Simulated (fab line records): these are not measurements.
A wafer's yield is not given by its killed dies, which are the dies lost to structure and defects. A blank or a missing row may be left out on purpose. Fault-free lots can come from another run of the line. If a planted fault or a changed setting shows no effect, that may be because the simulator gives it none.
What tool caused it? / flow rit_cmos / 14 lots with 42 wafers sampled at 3 steps, on a route of 202 steps

== WHAT THE GAUGES READ, wafer by wafer ==
RIT_SILICIDE_RS_MEAS_02: the measuring method here is four-point-probe. Usual: SILICIDE_TI_RS gives 48.0 ohm/sq (standard deviation 0.79).
lot=L997; measured=day 3 01:42; on=film_metro-01; SILICIDE_TI_RS (ohm/sq)=47.0 47.9 47.4; flag=
lot=L998; measured=day 3 09:07; on=film_metro-01; SILICIDE_TI_RS (ohm/sq)=48.9 48.6 48.6; flag=
lot=L999; measured=day 3 13:38; on=film_metro-01; SILICIDE_TI_RS (ohm/sq)=48.7 48.9 49.1; flag=
lot=L100; measured=day 3 18:13; on=film_metro-02; SILICIDE_TI_RS (ohm/sq)=47.5 47.9 47.6; flag=
lot=L101; measured=day 3 23:34; on=film_metro-01; SILICIDE_TI_RS (ohm/sq)=47.8 48.0 48.7; flag=
lot=L102; measured=day 4 06:40; on=film_metro-04; SILICIDE_TI_RS (ohm/sq)=46.8 47.5 47.3; flag=
lot=L104; measured=day 4 18:05; on=film_metro-02; SILICIDE_TI_RS (ohm/sq)=48.0 47.4 47.6; flag=
lot=L105; measured=day 4 20:10; on=film_metro-02; SILICIDE_TI_RS (ohm/sq)=47.2 49.0 47.2; flag=
lot=L106; measured=day 5 01:47; on=film_metro-01; SILICIDE_TI_RS (ohm/sq)=47.1 47.6 47.7; flag=
lot=L107; measured=day 5 04:12; on=film_metro-01; SILICIDE_TI_RS (ohm/sq)=48.3 49.2 48.7; flag=
lot=L110; measured=day 5 20:15; on=film_metro-04; SILICIDE_TI_RS (ohm/sq)=47.4 46.2 71.0 47.9 46.5 71.9; flag=OFF
lot=L112; measured=day 6 05:40; on=film_metro-01; SILICIDE_TI_RS (ohm/sq)=48.3 72.1 47.6 48.6 73.3 48.1; flag=OFF
lot=L117; measured=day 7 10:01; on=film_metro-01; SILICIDE_TI_RS (ohm/sq)=47.7 48.4 47.5; flag=
lot=L119; measured=day 7 18:05; on=film_metro-04; SILICIDE_TI_RS (ohm/sq)=47.4 47.6 48.2; flag=

RIT_SILICIDE_THK_MEAS_03: measures by xrf. Usual: SILICIDE_TI_THK gives 29.4 nm (standard deviation 0.45).
lot=L997; measured=day 3 01:49; on=film_metro-01; SILICIDE_TI_THK (nm)=29.7 29.3 29.5; flag=
lot=L998; measured=day 3 09:14; on=film_metro-01; SILICIDE_TI_THK (nm)=28.7 29.2 29.0; flag=
lot=L999; measured=day 3 13:46; on=film_metro-01; SILICIDE_TI_THK (nm)=28.9 28.8 28.6; flag=
lot=L100; measured=day 3 18:20; on=film_metro-02; SILICIDE_TI_THK (nm)=29.7 29.6 29.7; flag=
lot=L101; measured=day 3 23:41; on=film_metro-01; SILICIDE_TI_THK (nm)=29.3 29.3 28.9; flag=
lot=L102; measured=day 4 06:47; on=film_metro-04; SILICIDE_TI_THK (nm)=30.3 29.9 29.9; flag=
lot=L104; measured=day 4 18:12; on=film_metro-02; SILICIDE_TI_THK (nm)=29.5 30.0 29.8; flag=
lot=L105; measured=day 4 20:17; on=film_metro-02; SILICIDE_TI_THK (nm)=29.9 29.1 29.9; flag=
lot=L106; measured=day 5 01:53; on=film_metro-01; SILICIDE_TI_THK (nm)=29.6 29.6 29.4; flag=
lot=L107; measured=day 5 04:19; on=film_metro-01; SILICIDE_TI_THK (nm)=29.0 28.6 28.8; flag=
lot=L110; measured=day 5 22:17; on=film_metro-04; SILICIDE_TI_THK (nm)=29.9 30.6 21.9 30.0 30.6 21.8; flag=OFF
lot=L112; measured=day 6 11:43; on=film_metro-01; SILICIDE_TI_THK (nm)=29.2 21.3 29.4 29.2 21.2 29.5; flag=OFF
lot=L117; measured=day 7 10:08; on=film_metro-01; SILICIDE_TI_THK (nm)=29.7 29.3 29.8; flag=
lot=L119; measured=day 7 18:13; on=film_metro-04; SILICIDE_TI_THK (nm)=29.6 29.7 29.4; flag=

== WHICH TOOL RAN EACH LOT (tool, then ch and the chambers of the sampled wafers, then the start) ==
lot=L997; RIT_SILICIDE_SPUTTER_01=pvd_sputter-01, day 3 01:31
lot=L998; RIT_SILICIDE_SPUTTER_01=pvd_sputter-02, day 3 08:57
lot=L999; RIT_SILICIDE_SPUTTER_01=pvd_sputter-01, day 3 13:29
lot=L100; RIT_SILICIDE_SPUTTER_01=pvd_sputter-02, day 3 18:03
lot=L101; RIT_SILICIDE_SPUTTER_01=pvd_sputter-01, day 3 23:24
lot=L102; RIT_SILICIDE_SPUTTER_01=pvd_sputter-02, day 4 06:31
lot=L104; RIT_SILICIDE_SPUTTER_01=pvd_sputter-02, day 4 17:55
lot=L105; RIT_SILICIDE_SPUTTER_01=pvd_sputter-04, day 4 20:01
lot=L106; RIT_SILICIDE_SPUTTER_01=pvd_sputter-02, day 5 01:35
lot=L107; RIT_SILICIDE_SPUTTER_01=pvd_sputter-04, day 5 04:03
lot=L110; RIT_SILICIDE_SPUTTER_01=pvd_sputter-02, day 5 20:02
lot=L112; RIT_SILICIDE_SPUTTER_01=pvd_sputter-02, day 6 05:31
lot=L117; RIT_SILICIDE_SPUTTER_01=pvd_sputter-04, day 7 09:51
lot=L119; RIT_SILICIDE_SPUTTER_01=pvd_sputter-04, day 7 17:56
- RIT_SILICIDE_SPUTTER_01: material Ti, target thk 30 nm, time 240 s.

== WHAT THE TOOLS THEMSELVES READ (means of the sampled wafers that have a number; where no wafer has one, the mark that the record gives instead) ==
RIT_SILICIDE_SPUTTER_01. Usual: 30.0 % for throttle_valve_pct, sd 0.85.
lot=L997; tool=pvd_sputter-01; throttle_valve_pct (%)=30.7; flag=
lot=L998; tool=pvd_sputter-02; throttle_valve_pct (%)=29.0; flag=
lot=L999; tool=pvd_sputter-01; throttle_valve_pct (%)=30.0; flag=
lot=L100; tool=pvd_sputter-02; throttle_valve_pct (%)=29.5; flag=
lot=L101; tool=pvd_sputter-01; throttle_valve_pct (%)=30.8; flag=
lot=L102; tool=pvd_sputter-02; throttle_valve_pct (%)=29.8; flag=
lot=L104; tool=pvd_sputter-02; throttle_valve_pct (%)=30.4; flag=
lot=L105; tool=pvd_sputter-04; throttle_valve_pct (%)=29.1; flag=
lot=L106; tool=pvd_sputter-02; throttle_valve_pct (%)=30.6; flag=
lot=L107; tool=pvd_sputter-04; throttle_valve_pct (%)=30.0; flag=
lot=L110; tool=pvd_sputter-02; throttle_valve_pct (%)=29.9; flag=
lot=L112; tool=pvd_sputter-02; throttle_valve_pct (%)=29.7; flag=
lot=L117; tool=pvd_sputter-04; throttle_valve_pct (%)=30.1; flag=
lot=L119; tool=pvd_sputter-04; throttle_valve_pct (%)=30.3; flag=

== THE ANSWER, worked out from the rows above alone ==
Rule: a lot is off if the mean of its wafers that have a number lies more than 3 standard deviations from the usual mean. Also off: a lot with no number at a reading for which 4 or more lots have one. All remaining lots with rows at the step are treated as sound. The gauges are gone through in route order, then the tools' own readings, and for those a lot's mean is taken as printed above. The first step at which some lot is off is used, and at that step the reading that is off furthest; a lot without a number counts as furthest.
Off: L110, L112, at RIT_SILICIDE_RS_MEAS_02 (SILICIDE_TI_RS).
A tool fits if, at a process step before that reading, it ran every lot that is off, and no sound lot after the first of them. Those tools and the gauges at RIT_SILICIDE_RS_MEAS_02 are tried in the same way. One fits: pvd_sputter-02 at RIT_SILICIDE_SPUTTER_01. A fault onset in the window from L106 (day 5 01:35, its last sound lot) to L110 (day 5 20:02, its first lot off) fits.

== WHAT THE SIMULATOR HAD PUT IN ==
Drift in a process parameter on pvd_sputter-02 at RIT_SILICIDE_SPUTTER_01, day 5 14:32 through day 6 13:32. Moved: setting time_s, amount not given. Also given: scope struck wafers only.
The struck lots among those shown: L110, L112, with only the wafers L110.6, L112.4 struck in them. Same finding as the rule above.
